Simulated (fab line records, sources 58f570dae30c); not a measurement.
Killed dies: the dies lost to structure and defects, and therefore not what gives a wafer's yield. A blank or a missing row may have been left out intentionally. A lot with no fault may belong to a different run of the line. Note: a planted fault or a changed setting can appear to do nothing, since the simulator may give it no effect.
Which tool was responsible? :: flow berkeley-cmos170 :: 13 lots with 39 wafers sampled at 4 steps, on a route of 331 steps

WHAT EACH GAUGE READ, for each wafer
UCB170_PWELL_THK_MEAS_06. Usual: for PWELL_NITRIDE_THK the level is 220.6 nm and the standard deviation is 2.1.
lot: L339
measured: day 2 22:56
on: film-metro-03
PWELL_NITRIDE_THK (nm): 219.4 222.0 219.3
flag: 

lot: L340
measured: day 3 06:35
on: film-metro-01
PWELL_NITRIDE_THK (nm): 215.9 217.9 216.2
flag: 

lot: L341
measured: day 3 06:35
on: film-metro-04
PWELL_NITRIDE_THK (nm): 220.0 219.2 218.8
flag: 

lot: L342
measured: day 3 11:18
on: film-metro-01
PWELL_NITRIDE_THK (nm): 221.0 220.5 222.2
flag: 

lot: L343
measured: day 3 19:55
on: film-metro-03
PWELL_NITRIDE_THK (nm): 219.9 220.7 220.2
flag: 

lot: L344
measured: day 3 19:55
on: film-metro-04
PWELL_NITRIDE_THK (nm): 223.7 222.9 223.2
flag: 

lot: L345
measured: day 4 02:49
on: film-metro-01
PWELL_NITRIDE_THK (nm): 167.9 169.7 169.0 168.1 169.7 168.9
flag: OFF

lot: L357
measured: day 6 22:54
on: film-metro-03
PWELL_NITRIDE_THK (nm): 221.0 219.9 218.4
flag: 

lot: L358
measured: day 6 22:53
on: film-metro-01
PWELL_NITRIDE_THK (nm): 224.0 224.5 224.7
flag: 

lot: L359
measured: day 7 08:25
on: film-metro-03
PWELL_NITRIDE_THK (nm): 219.9 217.9 218.4
flag: 

lot: L360
measured: day 7 08:25
on: film-metro-04
PWELL_NITRIDE_THK (nm): 222.2 222.0 223.0
flag: 

lot: L361
measured: day 7 11:46
on: film-metro-01
PWELL_NITRIDE_THK (nm): 222.8 225.7 223.7
flag: 

lot: L362
measured: day 7 11:49
on: film-metro-04
PWELL_NITRIDE_THK (nm): 220.6 220.8 220.2
flag: 

UCB170_V2_CD_MEAS_12: the cd target is 700 nm. Usual: cd-nm 700.2 nm, standard deviation 1.3.
lot: L339
measured: day 7 09:56
on: cd-sem-02
cd-nm (nm): 701.1 700.1 700.0
flag: 

lot: L340
measured: day 7 20:02
on: cd-sem-01
cd-nm (nm): 699.1 701.0 700.8
flag: 

lot: L341
measured: day 7 19:41
on: cd-sem-02
cd-nm (nm): 700.9 700.4 700.8
flag: 

lot: L342
measured: day 8 06:25
on: cd-sem-02
cd-nm (nm): 698.6 699.4 698.7
flag: 

lot: L343
measured: day 8 06:05
on: cd-sem-01
cd-nm (nm): 700.7 701.3 700.7
flag: 

lot: L344
measured: day 8 05:56
on: cd-sem-02
cd-nm (nm): 700.0 701.7 700.9
flag: 

lot: L345
measured: day 8 19:48
on: cd-sem-02
cd-nm (nm): 699.9 699.0 700.6
flag: 

lot: L357
measured: day 11 08:02
on: cd-sem-02
cd-nm (nm): 699.3 700.3 700.4
flag: 

lot: L358
measured: day 11 08:41
on: cd-sem-01
cd-nm (nm): 700.8 699.9 700.2
flag: 

lot: L359
measured: day 11 20:50
on: cd-sem-01
cd-nm (nm): 697.1 700.2 699.7
flag: 

lot: L360
measured: day 11 19:49
on: cd-sem-01
cd-nm (nm): 698.5 701.4 699.4
flag: 

lot: L361
measured: day 11 20:20
on: cd-sem-02
cd-nm (nm): 700.1 700.4 701.1
flag: 

lot: L362
measured: day 11 20:40
on: cd-sem-01
cd-nm (nm): 699.9 698.4 700.0
flag: 

TOOL THAT RAN EACH LOT (tool first, then ch and the chambers of the sampled wafers, then the start)
lot: L339
UCB170_PWELL_CVD_05: lpcvd-01 ch 0, day 2 21:01
UCB170_PWELL_ETCH_14: rie-diel-02 ch 0,2, day 2 23:52

lot: L340
UCB170_PWELL_CVD_05: lpcvd-01 ch 0, day 3 04:40
UCB170_PWELL_ETCH_14: rie-diel-02 ch 0,1,2, day 3 08:28

lot: L341
UCB170_PWELL_CVD_05: lpcvd-01 ch 0, day 3 04:40
UCB170_PWELL_ETCH_14: rie-diel-04 ch 0,1,2, day 3 08:35

lot: L342
UCB170_PWELL_CVD_05: lpcvd-01 ch 1, day 3 09:22
UCB170_PWELL_ETCH_14: rie-diel-02 ch 0,1,3, day 3 12:52

lot: L343
UCB170_PWELL_CVD_05: lpcvd-02 ch 0, day 3 18:00
UCB170_PWELL_ETCH_14: rie-diel-01 ch 1,3, day 3 21:09

lot: L344
UCB170_PWELL_CVD_05: lpcvd-02 ch 1, day 3 18:00
UCB170_PWELL_ETCH_14: rie-diel-04 ch 0,3, day 3 22:16

lot: L345
UCB170_PWELL_CVD_05: lpcvd-02 ch 0, day 4 00:54
UCB170_PWELL_ETCH_14: rie-diel-04 ch 0,1,3, day 4 11:00

lot: L357
UCB170_PWELL_CVD_05: lpcvd-02 ch 0, day 6 20:58
UCB170_PWELL_ETCH_14: rie-diel-02 ch 0,1,2, day 7 00:15

lot: L358
UCB170_PWELL_CVD_05: lpcvd-02 ch 0, day 6 20:58
UCB170_PWELL_ETCH_14: rie-diel-04 ch 0,1, day 7 00:09

lot: L359
UCB170_PWELL_CVD_05: lpcvd-02 ch 0, day 7 06:30
UCB170_PWELL_ETCH_14: rie-diel-04 ch 1,2,3, day 7 10:39

lot: L360
UCB170_PWELL_CVD_05: lpcvd-02 ch 1, day 7 06:30
UCB170_PWELL_ETCH_14: rie-diel-02 ch 0,1,3, day 7 10:46

lot: L361
UCB170_PWELL_CVD_05: lpcvd-02 ch 1, day 7 09:51
UCB170_PWELL_ETCH_14: rie-diel-04 ch 0,1, day 7 12:51

lot: L362
UCB170_PWELL_CVD_05: lpcvd-02 ch 0, day 7 09:51
UCB170_PWELL_ETCH_14: rie-diel-02 ch 0,2,3, day 7 12:58
- UCB170_PWELL_CVD_05: deposits Si3N4 from SiH2Cl2/NH3, target thk 220 nm, time 3300 s.
- UCB170_PWELL_ETCH_14: etches Si3N4 in CH3F/Ar/O2, stops on SiO2, target depth 242 nm, time 151 s.

AS READ BY THE TOOLS THEMSELVES (means over the sampled wafers that have a number; for cases with no such wafer, the mark the record gives instead)
UCB170_PWELL_CVD_05. Usual: spike-tc-source-C 822.4 C, standard deviation 1.7.
lot: L339
tool: lpcvd-01
spike-tc-source-C (C): 822.2
flag: 

lot: L340
tool: lpcvd-01
spike-tc-source-C (C): 821.5
flag: 

lot: L341
tool: lpcvd-01
spike-tc-source-C (C): 820.2
flag: 

lot: L342
tool: lpcvd-01
spike-tc-source-C (C): 825.5
flag: 

lot: L343
tool: lpcvd-02
spike-tc-source-C (C): 822.1
flag: 

lot: L344
tool: lpcvd-02
spike-tc-source-C (C): 824.4
flag: 

lot: L345
tool: lpcvd-02
spike-tc-source-C (C): 821.7
flag: 

lot: L357
tool: lpcvd-02
spike-tc-source-C (C): 820.8
flag: 

lot: L358
tool: lpcvd-02
spike-tc-source-C (C): 821.5
flag: 

lot: L359
tool: lpcvd-02
spike-tc-source-C (C): 821.7
flag: 

lot: L360
tool: lpcvd-02
spike-tc-source-C (C): 823.0
flag: 

lot: L361
tool: lpcvd-02
spike-tc-source-C (C): 823.6
flag: 

lot: L362
tool: lpcvd-02
spike-tc-source-C (C): 822.3
flag: 

UCB170_PWELL_ETCH_14. Usual: drypump-motor-current-A 5.8 A, standard deviation 0.41; mfc-ar-sccm 50.00 sccm, standard deviation 0.13; oes-product-au 0.942 a.u., standard deviation 0.017; throttle-valve-pct 8.09 %, standard deviation 0.15.
lot: L339
tool: rie-diel-02
drypump-motor-current-A (A): 5.4
mfc-ar-sccm (sccm): 49.89
oes-product-au (a.u.): 0.928
throttle-valve-pct (%): 8.24
flag: 

lot: L340
tool: rie-diel-02
drypump-motor-current-A (A): 5.7
mfc-ar-sccm (sccm): 49.93
oes-product-au (a.u.): 0.922
throttle-valve-pct (%): 8.23
flag: 

lot: L341
tool: rie-diel-04
drypump-motor-current-A (A): 5.7
mfc-ar-sccm (sccm): 50.00
oes-product-au (a.u.): 0.955
throttle-valve-pct (%): 8.00
flag: 

lot: L342
tool: rie-diel-02
drypump-motor-current-A (A): 6.0
mfc-ar-sccm (sccm): 49.91
oes-product-au (a.u.): 0.940
throttle-valve-pct (%): 8.17
flag: 

lot: L343
tool: rie-diel-01
drypump-motor-current-A (A): 6.2
mfc-ar-sccm (sccm): 50.02
oes-product-au (a.u.): 0.945
throttle-valve-pct (%): 8.04
flag: 

lot: L344
tool: rie-diel-04
drypump-motor-current-A (A): 5.7
mfc-ar-sccm (sccm): 50.11
oes-product-au (a.u.): 0.957
throttle-valve-pct (%): 7.83
flag: 

lot: L345
tool: rie-diel-04
drypump-motor-current-A (A): 5.6
mfc-ar-sccm (sccm): 49.98
oes-product-au (a.u.): 0.817
throttle-valve-pct (%): 7.95
flag: OFF

lot: L357
tool: rie-diel-02
drypump-motor-current-A (A): 5.8
mfc-ar-sccm (sccm): 50.03
oes-product-au (a.u.): 0.932
throttle-valve-pct (%): 8.22
flag: 

lot: L358
tool: rie-diel-04
drypump-motor-current-A (A): 5.3
mfc-ar-sccm (sccm): 50.06
oes-product-au (a.u.): 0.974
throttle-valve-pct (%): 8.05
flag: 

lot: L359
tool: rie-diel-04
drypump-motor-current-A (A): 5.8
mfc-ar-sccm (sccm): 50.07
oes-product-au (a.u.): 0.940
throttle-valve-pct (%): 8.03
flag: 

lot: L360
tool: rie-diel-02
drypump-motor-current-A (A): 6.0
mfc-ar-sccm (sccm): 50.09
oes-product-au (a.u.): 0.937
throttle-valve-pct (%): 8.19
flag: 

lot: L361
tool: rie-diel-04
drypump-motor-current-A (A): 5.3
mfc-ar-sccm (sccm): 49.98
oes-product-au (a.u.): 0.976
throttle-valve-pct (%): 8.05
flag: 

lot: L362
tool: rie-diel-02
drypump-motor-current-A (A): 5.7
mfc-ar-sccm (sccm): 50.02
oes-product-au (a.u.): 0.934
throttle-valve-pct (%): 8.19
flag: 

THE ANSWER, worked out from the rows above alone
Rule: lot off if the mean of its wafers having a number is beyond 3 standard deviations from the usual mean. Also off: a lot with no number at a reading for which 4 or more lots have one. All remaining lots with rows at the step are treated as sound. After the gauges, taken in route order, come the tools' own readings; for these a lot's mean is taken, as printed above. At the first step where some lot is off, the reading lying furthest off is the one used; lots without a number count as furthest.
Off: L345, at UCB170_PWELL_THK_MEAS_06 (PWELL_NITRIDE_THK).
If a tool, at a process step before that reading, ran all the lots that are off and no sound lot after the first of them, it fits. The gauges at UCB170_PWELL_THK_MEAS_06 aren't tried: what is off there is off at UCB170_PWELL_ETCH_14 too, on other tools, and a gauge's error can't cause that. Not one of the candidates tried fits.

WHAT WAS PUT IN BY THE SIMULATOR
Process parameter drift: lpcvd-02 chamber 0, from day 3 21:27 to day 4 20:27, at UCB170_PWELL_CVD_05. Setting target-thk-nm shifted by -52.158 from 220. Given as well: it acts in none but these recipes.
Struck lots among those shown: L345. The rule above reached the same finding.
